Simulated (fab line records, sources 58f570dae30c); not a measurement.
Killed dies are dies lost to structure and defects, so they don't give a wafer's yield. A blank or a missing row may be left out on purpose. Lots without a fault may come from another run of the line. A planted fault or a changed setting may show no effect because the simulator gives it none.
Which tool did it? | flow berkeley_cmos170 | 13 lots, 39 wafers sampled, at 7 steps of a route of 331

WHAT THE GAUGES READ, wafer by wafer
UCB170_M2_RS_MEAS_02: measures by four-point-probe.
lot  | measured     | on            | M2_AL_RS (ohm/sq)
L608 | day 9 08:45  | film_metro-01 | 0.0326 0.0324 0.0324
L609 | day 9 15:17  | film_metro-04 | 0.0325 0.0322 0.0323
L610 | day 9 17:08  | film_metro-02 | 0.0330 0.0324 0.0328
L611 | day 10 11:23 | film_metro-02 | 0.0327 0.0323 0.0323
L614 | day 11 04:25 | film_metro-02 | 0.0323 0.0318 0.0319
L619 | day 12 01:21 | film_metro-01 | 0.0391 0.0317 0.0319
L621 | day 12 11:08 | film_metro-04 | 0.0325 0.0326 0.0324
L620 | day 12 11:49 | film_metro-01 | 0.0319 0.0321 0.0324
L622 | day 12 15:50 | film_metro-02 | 0.0326 0.0322 0.0324
L625 | day 12 18:20 | film_metro-02 | 0.0324 0.0326 0.0326
L628 | day 13 00:16 | film_metro-04 | 0.0320 0.0328 0.0328
L629 | day 13 17:32 | film_metro-01 | 0.0317 0.0312 0.0316
L630 | day 13 22:14 | film_metro-04 | 0.0326 0.0331 0.0325

UCB170_M2_THK_MEAS_03: measures by xrf.
lot  | measured     | on            | M2_AL_THK (nm)
L608 | day 9 08:52  | film_metro-01 | 894 903 894
L609 | day 9 15:24  | film_metro-04 | 910 914 906
L610 | day 9 17:15  | film_metro-02 | 888 903 894
L611 | day 10 11:29 | film_metro-02 | 895 908 911
L614 | day 11 04:32 | film_metro-02 | 912 921 923
L619 | day 12 01:28 | film_metro-01 | 770 914 909
L621 | day 12 11:16 | film_metro-04 | 901 902 906
L620 | day 12 11:55 | film_metro-01 | 910 903 894
L622 | day 12 15:56 | film_metro-02 | 903 917 911
L625 | day 12 18:26 | film_metro-02 | 910 908 899
L628 | day 13 00:22 | film_metro-04 | 923 903 896
L629 | day 13 17:40 | film_metro-01 | 920 937 924
L630 | day 13 22:22 | film_metro-04 | 905 888 902

UCB170_M2_OVL_MEAS_16.
lot  | measured     | on         | M2_OVL (nm)
L608 | day 9 10:55  | overlay-01 | 7 6 -1
L609 | day 9 17:38  | overlay-01 | -4 -3 1
L610 | day 9 19:47  | overlay-01 | 2 3 5
L611 | day 10 14:19 | overlay-01 | 9 16 14
L614 | day 11 06:52 | overlay-02 | -2 1 -6
L619 | day 12 04:16 | overlay-01 | 0 3 1
L621 | day 12 14:11 | overlay-02 | -10 -4 -1
L620 | day 12 15:25 | overlay-01 | 3 8 4
L622 | day 12 20:07 | overlay-01 | 5 7 7
L625 | day 12 21:54 | overlay-02 | 1 0 -3
L628 | day 13 02:23 | overlay-01 | -3 -5 0
L629 | day 13 19:49 | overlay-01 | 0 6 2
L630 | day 14 00:14 | overlay-01 | 10 4 4

UCB170_V2_BOW_MEAS_03.
lot  | measured     | on            | V2_BOW (um)
L608 | day 9 11:55  | film_metro-03 | 39 42 41
L609 | day 9 18:43  | film_metro-02 | 29 28 26
L610 | day 9 20:48  | film_metro-03 | 33 49 43
L611 | day 10 15:25 | film_metro-03 | 50 48 27
L614 | day 11 07:52 | film_metro-04 | 41 44 35
L619 | day 12 05:16 | film_metro-03 | 45 39 24
L621 | day 12 15:11 | film_metro-03 | 35 36 53
L620 | day 12 16:26 | film_metro-02 | 44 35 27
L622 | day 12 21:09 | film_metro-03 | 45 57 54
L625 | day 12 22:56 | film_metro-03 | 46 43 49
L628 | day 13 03:23 | film_metro-03 | 47 31 43
L629 | day 13 20:50 | film_metro-04 | 31 39 39
L630 | day 14 01:14 | film_metro-02 | 28 29 40

WHICH TOOL RAN EACH LOT (tool, then ch and the chambers of the sampled wafers, then the start)
lot  | UCB170_M2_SPUTTER_01         | UCB170_M2_METAL_ETCH_18           | UCB170_V2_CVD_00
L608 | pvd_sputter-02, day 9 08:40  | rie_metal-04 ch 0,1, day 9 10:59  | pecvd-01 ch 0,2, day 9 11:23
L609 | pvd_sputter-02, day 9 15:12  | rie_metal-02 ch 0,1, day 9 17:43  | pecvd-03 ch 0,1, day 9 18:07
L610 | pvd_sputter-04, day 9 17:02  | rie_metal-04 ch 0,1, day 9 19:52  | pecvd-02 ch 1,2, day 9 20:17
L611 | pvd_sputter-01, day 10 11:17 | rie_metal-04 ch 0,1, day 10 14:23 | pecvd-03 ch 1,2, day 10 14:48
L614 | pvd_sputter-01, day 11 04:19 | rie_metal-02 ch 0,1, day 11 06:56 | pecvd-01 ch 0,1,2, day 11 07:21
L619 | pvd_sputter-02, day 12 01:16 | rie_metal-02 ch 0,1, day 12 04:20 | pecvd-03 ch 0,1,2, day 12 04:44
L621 | pvd_sputter-01, day 12 11:04 | rie_metal-02 ch 0,1, day 12 14:16 | pecvd-03 ch 1,2, day 12 14:40
L620 | pvd_sputter-04, day 12 11:43 | rie_metal-03 ch 0,1, day 12 15:29 | pecvd-01 ch 0,1, day 12 15:53
L622 | pvd_sputter-01, day 12 15:43 | rie_metal-02 ch 0,1, day 12 20:15 | pecvd-01 ch 1,2, day 12 20:36
L625 | pvd_sputter-04, day 12 18:13 | rie_metal-03 ch 0,1, day 12 22:02 | pecvd-02 ch 0,1,2, day 12 22:23
L628 | pvd_sputter-04, day 13 00:08 | rie_metal-04 ch 0,1, day 13 02:27 | pecvd-01 ch 1,2, day 13 02:52
L629 | pvd_sputter-01, day 13 17:27 | rie_metal-02 ch 0,1, day 13 19:53 | pecvd-01 ch 0,1, day 13 20:20
L630 | pvd_sputter-01, day 13 22:10 | rie_metal-02 ch 0,1, day 14 00:19 | pecvd-01 ch 0,1,2, day 14 00:43
- UCB170_M2_SPUTTER_01: material Al, target thk 900 nm, time 120 s.
- UCB170_M2_METAL_ETCH_18: etches Al in Cl2/BCl3, stops on SiO2, target depth 1170 nm, time 195 s.
- UCB170_V2_CVD_00: deposits SiO2 from TEOS/O2, target thk 2000 nm, time 250 s.

WHAT THE TOOLS THEMSELVES READ (means of the sampled wafers that have a number; where no wafer has one, the mark that the record gives instead)
UCB170_M2_SPUTTER_01.
lot  | tool           | throttle_valve_pct (%)
L608 | pvd_sputter-02 | 30.8
L609 | pvd_sputter-02 | 31.1
L610 | pvd_sputter-04 | 29.3
L611 | pvd_sputter-01 | 29.5
L614 | pvd_sputter-01 | 29.7
L619 | pvd_sputter-02 | 31.0
L621 | pvd_sputter-01 | 29.3
L620 | pvd_sputter-04 | 30.0
L622 | pvd_sputter-01 | 30.7
L625 | pvd_sputter-04 | 30.1
L628 | pvd_sputter-04 | 29.3
L629 | pvd_sputter-01 | 30.1
L630 | pvd_sputter-01 | 30.6

UCB170_M2_METAL_ETCH_18.
lot  | tool         | drypump_motor_current_A (A) | oes_product_au (a.u.) | throttle_valve_pct (%)
L608 | rie_metal-04 | 5.5                         | 0.854                 | 24.3
L609 | rie_metal-02 | 5.4                         | 0.863                 | 24.3
L610 | rie_metal-04 | 5.5                         | 0.855                 | 24.3
L611 | rie_metal-04 | 5.5                         | 0.858                 | 24.3
L614 | rie_metal-02 | 5.4                         | 0.868                 | 24.3
L619 | rie_metal-02 | 5.4                         | 0.848                 | 24.3
L621 | rie_metal-02 | 5.4                         | 0.865                 | 24.3
L620 | rie_metal-03 | 5.2                         | 0.849                 | 24.3
L622 | rie_metal-02 | 5.4                         | 0.868                 | 24.3
L625 | rie_metal-03 | 5.5                         | 0.837                 | 24.1
L628 | rie_metal-04 | 5.5                         | 0.859                 | 24.3
L629 | rie_metal-02 | 5.7                         | 0.870                 | 24.4
L630 | rie_metal-02 | 5.8                         | 0.855                 | 24.3

UCB170_V2_CVD_00.
lot  | tool     | heater_power_w (W)
L608 | pecvd-01 | 241
L609 | pecvd-03 | 261
L610 | pecvd-02 | 287
L611 | pecvd-03 | 299
L614 | pecvd-01 | 245
L619 | pecvd-03 | 238
L621 | pecvd-03 | 253
L620 | pecvd-01 | 252
L622 | pecvd-01 | 267
L625 | pecvd-02 | 298
L628 | pecvd-01 | 244
L629 | pecvd-01 | 263
L630 | pecvd-01 | 268

THE ANSWER, worked out from the rows above alone
Rule: what is usual is taken from the lots themselves. Put in order of their means at a reading, lots are off if they are a third of the lots or fewer, leave a main group of 4 or more, and stand apart from it by a gap of 3 or more times the standard deviation of the main group's means; of several such gaps the widest counts. A main group whose means are all the same, to the digits that the tables above print for the reading, isn't used. A lot without any number at a reading at which 4 lots or more have one is off too. The other lots that the step has rows for count as sound. The gauges are gone through in route order, then the tools' own readings, and for those a lot's mean is taken as printed above. The first step at which some lot is off is used, and at that step the reading that is off furthest; a lot without a number counts as furthest.
Off: L619, at UCB170_M2_RS_MEAS_02 (M2_AL_RS). The main group: mean 0.0324 ohm/sq, standard deviation 0.00033.
A tool fits if, at a process step before that reading, it ran every lot that is off, and no sound lot after the first of them. The gauges at UCB170_M2_RS_MEAS_02 are tried like those tools. One fits: pvd_sputter-02 at UCB170_M2_SPUTTER_01. Its last sound lot is L609 (day 9 15:12), its first lot that is off L619 (day 12 01:16): a fault that began between those two fits.

WHAT THE SIMULATOR HAD PUT IN
Site profile drift: pvd_sputter-02, from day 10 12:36 on, at UCB170_M2_SPUTTER_01. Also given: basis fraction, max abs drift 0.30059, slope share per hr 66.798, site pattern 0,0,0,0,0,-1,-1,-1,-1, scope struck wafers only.
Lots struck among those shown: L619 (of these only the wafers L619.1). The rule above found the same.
